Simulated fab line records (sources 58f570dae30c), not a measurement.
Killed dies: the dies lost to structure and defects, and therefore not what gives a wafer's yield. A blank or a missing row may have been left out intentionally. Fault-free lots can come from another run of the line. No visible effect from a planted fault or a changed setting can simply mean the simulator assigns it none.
Code-filled problem report in 8D (eight disciplines) form / flow berkeley cmos170 / the parts of the form that need people (team, actions taken, sign-off) are left out

## 1. PROBLEM STATEMENT
prime temp c at UCB170_NWELL_HMDS_06 reads a mean of 96.69 C on 6 wafers of 2 lots; wafers without a fault read 100.01 C with a standard deviation of 0.14. That is -24 standard deviations from the usual mean.
The step: prime time 60 s.
Seen first at day 4 07:04 on litho track-01, wafer L622.2. The record holds 42 wafers of 14 lots with a number at this step. By rule, "out" or "out of limits" means more than 4 standard deviations away from the usual mean. The other wafers with a number count as sound.

## 2. WHAT IT IS, AND WHAT IT ISN'T
question=which readings at this step | is=prime temp c | is not=-
question=which lots | is=L622, L626 | is not=L614, L615, L616, L617, L619, L624, L629, L632, L633, L634, L635, L637
question=which wafers of those lots | is=all that have a number | is not=-
question=read on which tools | is=litho track-01 | is not=litho track-03, litho track-04
question=when | is=from day 4 07:04 | is not=up to then (15 sound wafers); but 21 sound wafers of L624, L629, L632, L633, L634, L635, L637 came after

## 3. THE SUSPECTS, EACH WITH WHAT RULES IT OUT
Counting: any tool at a process step up to the reading is kept as a suspect provided that every lot that is out went through it and no sound lot did after the first of them.
- litho track-01 at UCB170_NWELL_HMDS_06 (prime time 60 s): kept. It processed each lot that is out, first L622 at day 4 07:04, and no sound lot thereafter; up to then, the last sound lot it processed was L617 at day 2 23:34. Out on those wafers are its own readings of prime temp c.
The count leaves litho track-01 at UCB170_NWELL_HMDS_06.

## 4. THE CAUSE (what the simulator had put in)
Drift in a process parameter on litho track-01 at UCB170_NWELL_HMDS_06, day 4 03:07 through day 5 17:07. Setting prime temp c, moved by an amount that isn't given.
This tool alone remained once counting was done.

## 5. THE EFFECT CHAIN, in route order
Rows list readings where the struck wafers' mean (over those with a number) sits beyond 3 standard deviations from the usual. Scope: only readings with a usual standard deviation given in the record; hours: median across lots of the time from each lot's start at the first step in this table that gives one to its start at this step; sigmas: change in usual standard deviations.
hours=0; step=UCB170_NWELL_HMDS_06; reading=prime temp c; usual=100.01 C; on struck wafers=96.69; change=-3.32; sigmas=-24
Here are the process steps it includes:
- UCB170_NWELL_HMDS_06: prime time 60 s.

## 6. HOW IT WOULD HAVE BEEN CAUGHT EARLIER
In this record the first reading out of limits was taken at day 4 07:04, 4 hours after the fault began at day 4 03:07.
